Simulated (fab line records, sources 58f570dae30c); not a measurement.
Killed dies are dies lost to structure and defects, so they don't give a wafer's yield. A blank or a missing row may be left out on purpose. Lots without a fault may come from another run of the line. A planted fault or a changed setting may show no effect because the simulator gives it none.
Problem report in the 8D (eight disciplines) form, filled by code | flow berkeley_cmos170 | the parts of the form that need people (team, actions taken, sign-off) are left out

1. THE PROBLEM
oes_product_au at UCB170_V2_ETCH_14 reads a mean of 0.930 a.u. on 3 wafers of 2 lots; wafers without a fault read 0.877 a.u. with a standard deviation of 0.012. That is +4.4 standard deviations from the usual mean.
The step: etches SiO2 in CHF3/CF4/Ar, stops on Al, target depth 1250 nm, time 291 s.
First seen on wafer L470.2, day 9 20:02, on rie_diel-01. The record holds 18 wafers of 6 lots with a number at this step. Rule for "out", or "out of limits": more than 4 standard deviations from the usual mean. The other wafers with a number count as sound.

2. WHAT IT IS AND WHAT IT IS NOT
question                    | is                     | is not
which readings at this step | oes_product_au         | chamber_pressure_mTorr
which lots                  | L470, L472             | L461, L475, L476, L482
which wafers of those lots  | L470.2, L470.6, L472.3 | L470.1, L472.1, L472.6
read on which tools         | rie_diel-01            | rie_diel-02, rie_diel-04
when                        | from day 9 20:02       | up to then (4 sound wafers); but 11 sound wafers of L472, L475, L476, L482 came after

3. SUSPECTS, AND WHAT RULES EACH OUT
Counting: a tool at a process step up to the reading stays a suspect if it ran every lot that is out. Sound lots after the first of them don't rule it out here, since some wafers of a struck lot are sound.
- cmp-02 at UCB170_V2_CMP_02 (polishes SiO2): kept. It ran every lot that is out, first L470 (day 9 18:20); its last sound lot up to then is L461 (day 7 10:24).
- rie_diel-01 at UCB170_V2_ETCH_14 (etches SiO2 in CHF3/CF4/Ar, stops on Al, target depth 1250 nm, time 291 s): kept. It ran every lot that is out, first L470 (day 9 20:02); its last sound lot up to then is L461 (day 7 13:08). Its own readings are out on those wafers: oes_product_au.
- Within cmp-02 at UCB170_V2_CMP_02: the wafers that are out ran in chambers 0, 3; their sound lot-mates ran in chambers 1, 2.
- Within rie_diel-01 at UCB170_V2_ETCH_14: the wafers that are out ran in chamber 0; their sound lot-mates ran in chambers 2, 3.
Left after counting: cmp-02 at UCB170_V2_CMP_02, rie_diel-01 at UCB170_V2_ETCH_14.

4. THE CAUSE (what the simulator had put in)
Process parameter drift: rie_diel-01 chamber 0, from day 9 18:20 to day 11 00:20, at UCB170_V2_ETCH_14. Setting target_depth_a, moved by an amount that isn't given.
Counting left 2 suspects, and this tool is among them.

5. THE CHAIN OF EFFECTS, in route order
Each row: a reading whose mean over the struck wafers that have a number lies more than 3 standard deviations from the usual. Only readings for which the record gives a usual standard deviation are gone through. hours: the time from each lot's start at the first step in this table that gives one to its start at this step, as a median over the lots. sigmas: the change in usual standard deviations.
hours | step               | reading                  | usual      | on struck wafers | change | sigmas
0     | UCB170_V2_ETCH_14  | oes_product_au           | 0.877 a.u. | 0.930            | +0.053 | +4.4
0     | UCB170_V2_STRIP_15 | strip_time_to_endpoint_s | 15.27 s    | 15.83            | +0.56  | +4.7
The process steps in it:
- UCB170_V2_ETCH_14: etches SiO2 in CHF3/CF4/Ar, stops on Al, target depth 1250 nm, time 291 s.
- UCB170_V2_STRIP_15: strips in O2.
Later measuring or inspecting steps at which every struck wafer that the step has a row for has a number for every such reading, and none has moved that far: UCB170_V2_CD_MEAS_90.

6. WHAT WOULD HAVE CAUGHT IT SOONER
In this record the first reading out of limits was taken at day 9 20:02, 2 hours after the fault began at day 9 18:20.
